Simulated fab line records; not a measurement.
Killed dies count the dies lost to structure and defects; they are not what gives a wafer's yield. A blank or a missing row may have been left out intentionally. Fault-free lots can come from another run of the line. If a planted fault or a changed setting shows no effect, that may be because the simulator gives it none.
2 desks, one fault | flow berkeleyCmos170 | each desk has only its own numbers; what lay behind them comes last

## METROLOGY DESK
What the gauges read for every lot (on any tool): the sampled wafers with a number, averaged. Any lot whose mean is over 4 standard deviations away from the usual mean is out of limits and marked OUT; that distance is given in the brackets.
Columns: A = NLDD_TW at UCB170_NLDD_TW_MEAS_11, usual 2232; B = NLDD_RS at UCB170_SDANNEAL_RS_MEAS_05, usual 617.1 ohm/sq
lot  | first seen here | A               | B
L781 | day 6 05:43     | 2226            | 619.1
L783 | day 6 21:58     | 2198            | 617.3
L785 | day 7 08:41     | 2233            | 618.8
L786 | day 7 08:56     | 2199            | 618.5
L784 | day 7 09:26     | 2239            | 616.2
L789 | day 7 23:01     | 2210            | 617.0
L788 | day 7 23:13     | 2255            | 615.9
L795 | day 9 15:02     | 2234            | 615.5
L798 | day 10 00:29    | 2149 (-4.4) OUT | 696.8 (+66) OUT
L800 | day 10 03:35    | 2240            | 617.0
L799 | day 10 03:54    | 2126 (-5.6) OUT | 697.5 (+67) OUT
L801 | day 10 04:11    | 2255            | 617.8
L802 | day 10 14:47    | 2237            | 616.0
L803 | day 10 15:02    | 2257            | 619.5
This desk reports L798, L799 out of limits; the earliest was L798 at day 10 00:29 (NLDD_TW at UCB170_NLDD_TW_MEAS_11). L781, L783, L785, L786, L784, L789, L788, L795, L800, L801, L802, L803: within limits.

## DESK OF THE TOOL OWNER: implanter-03
UCB170_NLDD_IMPLANT_08, tool's own readings: per-lot mean of the sampled wafers with a number, covering each lot this tool ran. Any lot whose mean is over 4 standard deviations away from the usual mean is out of limits and marked OUT; that distance is given in the brackets.
Columns: A = doseIonsCm2 at UCB170_NLDD_IMPLANT_08, usual 5.002e+13; B = faradayCurrentUA at UCB170_NLDD_IMPLANT_08, usual 159
lot  | first seen here | A                           | B
L781 | day 6 05:19     | 5.002e+13                   | 159
L785 | day 7 08:17     | 5.001e+13                   | 158
L784 | day 7 09:04     | 5.003e+13                   | 157
L789 | day 7 22:38     | 5.002e+13                   | 161
L798 | day 10 00:05    | 3.358e+13 (-99 or more) OUT | 108 (-16) OUT
L799 | day 10 03:30    | 3.345e+13 (-99 or more) OUT | 106 (-16) OUT
This desk finds L798, L799 out of limits, L798 being first, at day 10 00:05 (doseIonsCm2 at UCB170_NLDD_IMPLANT_08). L781, L785, L784, L789: within limits.

## PUT TOGETHER
The tool owner's desk had the chance to raise an alarm at day 10 00:05 on L798, L799.
At day 10 00:29 the metrology desk could have sounded an alarm, on L798, L799.
All the named lots went through UCB170_NLDD_IMPLANT_08 on implanter-03.

## WHAT HAD BEEN PUT IN BY THE SIMULATOR
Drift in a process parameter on implanter-03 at UCB170_NLDD_IMPLANT_08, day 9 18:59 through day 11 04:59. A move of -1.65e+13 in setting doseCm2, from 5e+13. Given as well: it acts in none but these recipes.
Lots struck among those shown: L798, L799.
Fault start to first reading out of limits, in hours, per desk: tool owner, 5; metrology, 6.
